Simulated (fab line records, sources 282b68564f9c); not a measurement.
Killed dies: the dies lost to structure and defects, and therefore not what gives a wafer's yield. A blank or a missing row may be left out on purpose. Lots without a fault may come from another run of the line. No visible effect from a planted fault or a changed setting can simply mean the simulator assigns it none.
The tool behind it: which one? + flow rit cmos + Sampling: 15 lots, 45 wafers, 5 of 202 route steps

WHAT THE GAUGES SHOWED, per wafer
RIT_SPACER_THK_MEAS_04. Usual: SPACER_NITRIDE_THK gives 249.5 nm (standard deviation 2.1).
| lot  | measured    | on            | SPACER_NITRIDE_THK (nm) | flag |
|------|-------------|---------------|-------------------------|------|
| L854 | day 3 07:04 | film metro-04 | 248.1 251.5 249.4       |      |
| L855 | day 3 07:56 | film metro-04 | 251.3 250.6 252.1       |      |
| L859 | day 4 00:55 | film metro-01 | 252.0 252.0 249.2       |      |
| L860 | day 4 04:34 | film metro-04 | 210.5 210.6 211.3       | OFF  |
| L862 | day 4 14:14 | film metro-04 | 211.9 214.9 215.2       | OFF  |
| L863 | day 4 18:11 | film metro-01 | 211.1 208.8 213.0       | OFF  |
| L866 | day 5 09:37 | film metro-04 | 250.4 248.8 248.3       |      |
| L867 | day 5 14:28 | film metro-01 | 248.7 249.3 252.2       |      |
| L869 | day 6 01:14 | film metro-01 | 253.3 252.9 252.7       |      |
| L870 | day 6 06:02 | film metro-01 | 250.9 250.9 249.9       |      |
| L872 | day 6 15:56 | film metro-01 | 247.0 250.1 249.8       |      |
| L873 | day 6 21:00 | film metro-01 | 246.9 247.0 248.4       |      |
| L874 | day 7 01:22 | film metro-01 | 251.3 249.3 249.2       |      |
| L875 | day 7 07:30 | film metro-04 | 249.4 250.0 248.9       |      |
| L876 | day 7 11:29 | film metro-04 | 250.5 250.9 250.4       |      |

RIT_SILICIDE_RS_MEAS_02: uses a four-point probe to measure. Usual: SILICIDE_TI_RS gives 47.7 ohm/sq (standard deviation 0.63).
| lot  | measured    | on            | SILICIDE_TI_RS (ohm/sq) | flag |
|------|-------------|---------------|-------------------------|------|
| L854 | day 3 11:16 | film metro-04 | 48.7 48.1 48.2          |      |
| L855 | day 3 12:16 | film metro-04 | 46.8 47.3 47.5          |      |
| L859 | day 4 05:13 | film metro-03 | 47.9 47.8 47.6          |      |
| L860 | day 4 08:57 | film metro-01 | 47.6 47.4 47.8          |      |
| L862 | day 4 18:31 | film metro-03 | 47.9 48.2 47.8          |      |
| L863 | day 4 22:34 | film metro-04 | 49.2 48.8 48.6          |      |
| L866 | day 5 13:53 | film metro-04 | 48.4 48.1 48.3          |      |
| L867 | day 5 18:52 | film metro-04 | 47.7 47.4 47.7          |      |
| L869 | day 6 05:23 | film metro-04 | 49.0 49.1 48.9          |      |
| L870 | day 6 10:11 | film metro-04 | 47.5 46.7 46.9          |      |
| L872 | day 6 20:08 | film metro-04 | 46.4 47.3 46.9          |      |
| L873 | day 7 01:23 | film metro-03 | 48.0 47.4 46.9          |      |
| L874 | day 7 05:50 | film metro-04 | 47.5 46.9 46.6          |      |
| L875 | day 7 11:40 | film metro-01 | 47.2 47.8 46.7          |      |
| L876 | day 7 15:47 | film metro-04 | 47.8 47.7 47.9          |      |

RIT_CONTACT_CD_MEAS_90: target cd 1000 nm. Usual: 998.8 nm for cd nm, sd 2.5.
| lot  | measured    | on        | cd nm (nm)           | flag |
|------|-------------|-----------|----------------------|------|
| L854 | day 3 13:29 | cd sem-02 | 1000.3 1003.5 1000.9 |      |
| L855 | day 3 14:23 | cd sem-02 | 997.9 996.7 995.4    |      |
| L859 | day 4 07:28 | cd sem-02 | 998.5 998.6 997.3    |      |
| L860 | day 4 11:05 | cd sem-02 | 996.3 996.8 995.2    |      |
| L862 | day 4 20:56 | cd sem-01 | 998.0 998.0 998.6    |      |
| L863 | day 5 00:49 | cd sem-02 | 1002.5 999.7 1000.4  |      |
| L866 | day 5 16:08 | cd sem-02 | 997.6 998.4 999.3    |      |
| L867 | day 5 20:58 | cd sem-02 | 998.0 997.0 996.8    |      |
| L869 | day 6 07:29 | cd sem-02 | 996.0 997.6 997.0    |      |
| L870 | day 6 12:28 | cd sem-02 | 998.2 998.7 1000.3   |      |
| L872 | day 6 22:14 | cd sem-02 | 996.1 999.8 997.5    |      |
| L873 | day 7 03:29 | cd sem-02 | 997.5 1000.1 997.4   |      |
| L874 | day 7 08:04 | cd sem-01 | 1002.9 999.0 999.8   |      |
| L875 | day 7 13:55 | cd sem-02 | 1000.2 998.9 999.8   |      |
| L876 | day 7 18:10 | cd sem-01 | 995.7 995.4 995.7    |      |

EACH LOT AND THE TOOL THAT RAN IT (in order: tool; ch and the chambers of the sampled wafers; start)
| lot  | RIT_SPACER_CVD_03          | RIT_SPACER_ETCHBACK_05            |
|------|----------------------------|-----------------------------------|
| L854 | lpcvd-01 ch 1, day 3 05:08 | rie diel-04 ch 1,2,3, day 3 07:07 |
| L855 | lpcvd-02 ch 0, day 3 06:02 | rie diel-02 ch 1,2,3, day 3 08:00 |
| L859 | lpcvd-01 ch 0, day 3 22:58 | rie diel-04 ch 1,2, day 4 00:57   |
| L860 | lpcvd-02 ch 0, day 4 02:38 | rie diel-02 ch 0,1, day 4 04:37   |
| L862 | lpcvd-02 ch 0, day 4 12:17 | rie diel-04 ch 0,3, day 4 14:16   |
| L863 | lpcvd-02 ch 0, day 4 16:16 | rie diel-01 ch 1,2,3, day 4 18:14 |
| L866 | lpcvd-01 ch 0, day 5 07:42 | rie diel-04 ch 1,2, day 5 09:40   |
| L867 | lpcvd-02 ch 1, day 5 12:32 | rie diel-02 ch 0,2, day 5 14:31   |
| L869 | lpcvd-01 ch 1, day 5 23:18 | rie diel-01 ch 0,1,3, day 6 01:16 |
| L870 | lpcvd-02 ch 1, day 6 04:06 | rie diel-01 ch 0,2, day 6 06:05   |
| L872 | lpcvd-02 ch 1, day 6 14:02 | rie diel-04 ch 2,3, day 6 16:00   |
| L873 | lpcvd-01 ch 0, day 6 19:05 | rie diel-04 ch 1,2,3, day 6 21:04 |
| L874 | lpcvd-01 ch 1, day 6 23:28 | rie diel-02 ch 0,2,3, day 7 01:26 |
| L875 | lpcvd-02 ch 1, day 7 05:35 | rie diel-01 ch 0,2,3, day 7 07:34 |
| L876 | lpcvd-02 ch 1, day 7 09:34 | rie diel-01 ch 0,1,3, day 7 11:33 |
- RIT_SPACER_CVD_03: deposits Si3N4 from SiH2Cl2/NH3, target thk 250 nm, time 3300 s.
- RIT_SPACER_ETCHBACK_05: etches Si3N4 in SF6/CHF3, stops on SiO2, target depth 250 nm, time 240 s.

AS READ BY THE TOOLS THEMSELVES (means over the sampled wafers that have a number; for cases with no such wafer, the mark the record gives instead)
RIT_SPACER_CVD_03. Usual: 834.0 C for spike tc source C, sd 2.9.
| lot  | tool     | spike tc source C (C) | flag |
|------|----------|-----------------------|------|
| L854 | lpcvd-01 | 832.9                 |      |
| L855 | lpcvd-02 | 837.4                 |      |
| L859 | lpcvd-01 | 833.3                 |      |
| L860 | lpcvd-02 | 836.1                 |      |
| L862 | lpcvd-02 | 837.7                 |      |
| L863 | lpcvd-02 | 836.9                 |      |
| L866 | lpcvd-01 | 832.8                 |      |
| L867 | lpcvd-02 | 830.2                 |      |
| L869 | lpcvd-01 | 833.2                 |      |
| L870 | lpcvd-02 | 830.3                 |      |
| L872 | lpcvd-02 | 831.0                 |      |
| L873 | lpcvd-01 | 833.1                 |      |
| L874 | lpcvd-01 | 833.2                 |      |
| L875 | lpcvd-02 | 831.0                 |      |
| L876 | lpcvd-02 | 830.4                 |      |

RIT_SPACER_ETCHBACK_05. Usual: SF6_flow_sccm 29.99 sccm, standard deviation 0.084; drypump motor current A 5.6 A, standard deviation 0.46; oes product au 0.845 a.u., standard deviation 0.013; throttle valve pct 10.37 %, standard deviation 0.16.
| lot  | tool        | SF6_flow_sccm (sccm) | drypump motor current A (A) | oes product au (a.u.) | throttle valve pct (%) | flag |
|------|-------------|----------------------|-----------------------------|-----------------------|------------------------|------|
| L854 | rie diel-04 | 30.02                | 5.6                         | 0.847                 | 10.45                  |      |
| L855 | rie diel-02 | 29.99                | 6.0                         | 0.840                 | 10.39                  |      |
| L859 | rie diel-04 | 30.00                | 5.7                         | 0.854                 | 10.49                  |      |
| L860 | rie diel-02 | 30.00                | 6.1                         | 0.754                 | 10.47                  | OFF  |
| L862 | rie diel-04 | 30.05                | 5.2                         | 0.759                 | 10.12                  | OFF  |
| L863 | rie diel-01 | 30.02                | 5.6                         | 0.746                 | 10.33                  | OFF  |
| L866 | rie diel-04 | 30.04                | 5.7                         | 0.845                 | 10.48                  |      |
| L867 | rie diel-02 | 30.01                | 5.7                         | 0.857                 | 10.36                  |      |
| L869 | rie diel-01 | 29.92                | 5.6                         | 0.848                 | 10.28                  |      |
| L870 | rie diel-01 | 30.03                | 6.0                         | 0.850                 | 10.25                  |      |
| L872 | rie diel-04 | 29.92                | 5.5                         | 0.856                 | 10.41                  |      |
| L873 | rie diel-04 | 30.03                | 5.6                         | 0.845                 | 10.46                  |      |
| L874 | rie diel-02 | 29.87                | 5.7                         | 0.842                 | 10.38                  |      |
| L875 | rie diel-01 | 29.99                | 5.7                         | 0.840                 | 10.37                  |      |
| L876 | rie diel-01 | 29.98                | 5.6                         | 0.842                 | 10.28                  |      |

THE ANSWER, worked out from the rows above alone
Rule: lot off if the mean of its wafers having a number is beyond 3 standard deviations from the usual mean. Also off: a lot with no number at a reading for which 4 or more lots have one. Any other lot the step has rows for is counted as sound. The gauges are gone through in route order, then the tools' own readings, and for those a lot's mean is taken as printed above. The first step at which some lot is off is used, and at that step the reading that is off furthest; a lot without a number counts as furthest.
Off: at RIT_SPACER_THK_MEAS_04 (SPACER_NITRIDE_THK), L860, L862, L863.
A tool fits if, at a process step before that reading, it ran every lot that is off, and no sound lot after the first of them. Not tried: the gauges at RIT_SPACER_THK_MEAS_04; whatever is off there is also off at RIT_SPACER_ETCHBACK_05, on other tools, and gauge error can't account for it. None of those tried fits.

WHAT THE SIMULATOR PUT IN
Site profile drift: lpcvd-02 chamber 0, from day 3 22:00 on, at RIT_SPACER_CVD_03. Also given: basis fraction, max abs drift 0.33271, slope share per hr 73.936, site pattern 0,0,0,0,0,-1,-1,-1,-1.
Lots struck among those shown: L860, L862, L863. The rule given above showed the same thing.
